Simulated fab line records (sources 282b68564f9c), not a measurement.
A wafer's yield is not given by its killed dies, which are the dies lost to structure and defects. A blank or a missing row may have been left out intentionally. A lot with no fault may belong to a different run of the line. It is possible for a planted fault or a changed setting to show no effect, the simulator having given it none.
Struck lot and sound lot, side by side    flow ritCmos    17 out of 202 route steps
Sound: the wafers L378.3, L378.5, L378.6. The struck wafers were L390.1, L390.4, L390.6. The cause is given at the end.
Order at every step that has rows: each side's tool, ch and its chambers, its first start. Under that, the readings that differ: sound wafers    struck wafers    difference of the means    sigmas: that difference in standard deviations of wafers without a fault.
alike: a reading whose means differ by less than 2 such deviations, as well as words and numbers matching on both sides. not compared: withheld readings; readings where some wafer has no value; bounds like >300 that might hide an equal value; numbers whose values overlap and for which the record gives no deviation.
The two part at a step that has a row with sigmas, a row that says differs or no value, or rows on one side only. Numbers that have no deviation but don't overlap get no sigmas and don't part them. A reading that every wafer of one side lacks parts them only if that side has two wafers or more.

first, 2 steps without rows for these wafers: RIT_NRETRO_HARDBAKE_07 (time 120 s); RIT_NRETRO_IMPLANT_08.
RIT_NRETRO_STRIP_09: strips in O2, time 180 s.
  sound on plasmaAsher-04 ch 0,1, day 4 03:50; struck on plasmaAsher-04 ch 0,1, day 6 15:26
  alike: drypumpMotorCurrentA, o2FlowSccm
  not compared: rfHoursCounterH
RIT_NRETRO_TW_MEAS_10:
  sound on filmMetro-01 at day 4 03:58; struck on filmMetro-04 at day 6 15:37
  alike: NRETRO_TW
then, 6 steps without rows for these wafers: RIT_PRETRO_HMDS_00 (prime time 60 s); RIT_PRETRO_COAT_01 (resist thk 1300 nm); RIT_PRETRO_SOFTBAKE_02 (time 60 s); RIT_PRETRO_EXPOSE_03 (exposes mask M5, target cd 43700 nm); RIT_PRETRO_PEB_04; RIT_PRETRO_DEVELOP_05 (develop time 68 s).
RIT_PRETRO_OVL_MEAS_06:
  sound on overlay-01 at day 4 05:06; struck on overlay-01 at day 6 16:34
  alike: PRETRO_OVL
then, 1 step without rows for these wafers: RIT_PRETRO_HARDBAKE_07 (time 120 s).
RIT_PRETRO_IMPLANT_08:
  sound on implanter-03 ch 0, day 4 05:25; struck on implanter-01 ch 0, day 6 16:50
reading           sound                            struck                            difference   sigmas
doseIonsCm2       1.202e+13 1.2006e+13 1.1993e+13  1.7917e+13 1.7921e+13 1.7926e+13  +5.9150e+12  +99 or more
faradayCurrentUA  38.1 37.8 37.8                   57.9 56.5 56.7                    +19.1        +26
RIT_PRETRO_STRIP_09: strips in O2, time 180 s.
  sound on plasmaAsher-04 ch 0,1, day 4 05:35; struck on plasmaAsher-04 ch 0,1, day 6 16:59
  alike: drypumpMotorCurrentA, o2FlowSccm
  not compared: rfHoursCounterH
RIT_PRETRO_TW_MEAS_10:
  sound on filmMetro-04 at day 4 05:43; struck on filmMetro-01 at day 6 17:10
reading    sound        struck       difference  sigmas
PRETRO_TW  470 474 471  543 543 542  +71         +15
then, 1 step without rows for these wafers: RIT_GATE_WET_ETCH_00 (etches SiO2 in BOE, target depth 56 nm, time 60 s).
RIT_M1_PROBE_99:
  sound on prober-02 at day 5 11:59; struck on prober-01 at day 7 22:09
reading                                sound               struck                difference  sigmas
model.etest.nmos_0p3.rOnOhmUm          2066 2110 2108      2394 2423 2372        +302        
model.etest.nmos_0p15.rOnOhmUm         1104 1124 1122      1232 1257 1223        +121        
model.etest.nmosTurned.driveUaUm       348.9 343.9 339.2   256.3 256.8 266.4     -84.2       
model.etest.nmos_0p15.driveUaUm        487.1 477.6 472.7   404.2 394.2 402.2     -78.9       
model.etest.nmos_0p3.driveUaUm         241.3 237.3 236.7   189.5 186.2 186.7     -51.0       
model.etest.nmosNarrow.driveUaUm       238 236.7 234.1     190.9 186.4 190.2     -47.1       
model.etest.ring.delayPs               26.56 26.96 27.36   29.39 30.31 29.64     +2.82       
model.etest.retroEdgeNmos.offLog10AUm  -9.813 -9.9 -9.975  -11.35 -11.46 -11.57  -1.56       
  alike: killed_at_M0_to_M3, killedAtFrontEnd, killedDies, killedOnRim, killedOpen, killedShort

## WHERE THEY PART
At RIT_PRETRO_IMPLANT_08 first; at RIT_PRETRO_TW_MEAS_10 last (within this record only). Later steps at which nothing parts them and some readings are alike: RIT_M1_PROBE_99.

WHY: the cause the simulator had injected
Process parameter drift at RIT_PRETRO_IMPLANT_08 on implanter-01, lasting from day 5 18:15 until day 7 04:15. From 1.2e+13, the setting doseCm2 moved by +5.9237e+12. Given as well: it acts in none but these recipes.
